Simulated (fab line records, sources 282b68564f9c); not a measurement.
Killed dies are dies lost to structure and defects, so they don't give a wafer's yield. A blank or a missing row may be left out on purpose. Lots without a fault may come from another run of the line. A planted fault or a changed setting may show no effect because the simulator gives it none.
Which tool did it? | flow rit_cmos | 14 lots, 42 wafers sampled, at 2 steps of a route of 202

WHAT THE GAUGES READ, wafer by wafer
RIT_GATE_CD_MEAS_90: target cd 150 nm.
lot  | measured    | on        | cd_nm (nm)
L296 | day 2 17:31 | cd_sem-01 | 151.5 150.9 147.9
L297 | day 3 00:33 | cd_sem-01 | 152.3 149.7 150.9
L299 | day 3 09:50 | cd_sem-01 | 149.7 150.6 150.4
L301 | day 3 21:03 | cd_sem-01 | 152.8 155.2 153.4
L304 | day 4 12:28 | cd_sem-02 | 149.1 149.2 150.5
L305 | day 4 16:28 | cd_sem-01 | 150.5 149.1 151.2
L307 | day 5 06:34 | cd_sem-01 | 149.6 151.2 149.4
L309 | day 5 17:05 | cd_sem-01 | 152.4 150.1 148.9
L310 | day 5 22:32 | cd_sem-01 | 150.1 150.6 147.3
L311 | day 6 07:41 | cd_sem-02 | 147.5 146.8 147.1
L314 | day 6 20:41 | cd_sem-02 | 153.3 155.6 150.4
L315 | day 6 21:23 | cd_sem-01 | 148.2 146.0 147.6
L316 | day 7 04:26 | cd_sem-02 | 151.4 152.6 152.8
L318 | day 7 09:34 | cd_sem-02 | 155.3 155.6 156.2

RIT_NLDD_TW_MEAS_10.
lot  | measured    | on            | NLDD_TW
L296 | day 2 22:05 | film_metro-02 | 2527 2521 2526
L297 | day 3 05:10 | film_metro-02 | 2523 2522 2508
L299 | day 3 14:21 | film_metro-03 | 2477 2462 2466
L301 | day 4 02:26 | film_metro-03 | 2468 2466 2478
L304 | day 4 17:05 | film_metro-03 | 2467 2468 2455
L305 | day 4 21:56 | film_metro-01 | 2471 2480 2468
L307 | day 5 15:06 | film_metro-01 | 2458 2470 2475
L309 | day 6 00:13 | film_metro-02 | 2518 2527 2523
L310 | day 6 05:36 | film_metro-02 | 2506 2509 2522
L311 | day 6 13:09 | film_metro-01 | 2476 2452 2464
L314 | day 7 01:09 | film_metro-03 | 2481 2479 2476
L315 | day 7 03:31 | film_metro-02 | 2497 2494 2499
L316 | day 7 09:25 | film_metro-03 | 2472 2467 2464
L318 | day 7 14:25 | film_metro-01 | 2456 2451 2461

WHICH TOOL RAN EACH LOT (tool, then ch and the chambers of the sampled wafers, then the start)
The record holds no process step before these readings.

WHAT THE TOOLS THEMSELVES READ (means of the sampled wafers that have a number; where no wafer has one, the mark that the record gives instead)
The record holds no such reading with a usual standard deviation.

THE ANSWER, worked out from the rows above alone
Rule: what is usual is taken from the lots themselves. Put in order of their means at a reading, lots are off if they are a third of the lots or fewer, leave a main group of 4 or more, and stand apart from it by a gap of 3 or more times the standard deviation of the main group's means; of several such gaps the widest counts. A main group whose means are all the same, to the digits that the tables above print for the reading, isn't used. A lot without any number at a reading at which 4 lots or more have one is off too. The other lots that the step has rows for count as sound. The gauges are gone through in route order, then the tools' own readings, and for those a lot's mean is taken as printed above. The first step at which some lot is off is used, and at that step the reading that is off furthest; a lot without a number counts as furthest.
No lot is off at any reading shown: from this, nothing can be told.

WHAT THE SIMULATOR HAD PUT IN
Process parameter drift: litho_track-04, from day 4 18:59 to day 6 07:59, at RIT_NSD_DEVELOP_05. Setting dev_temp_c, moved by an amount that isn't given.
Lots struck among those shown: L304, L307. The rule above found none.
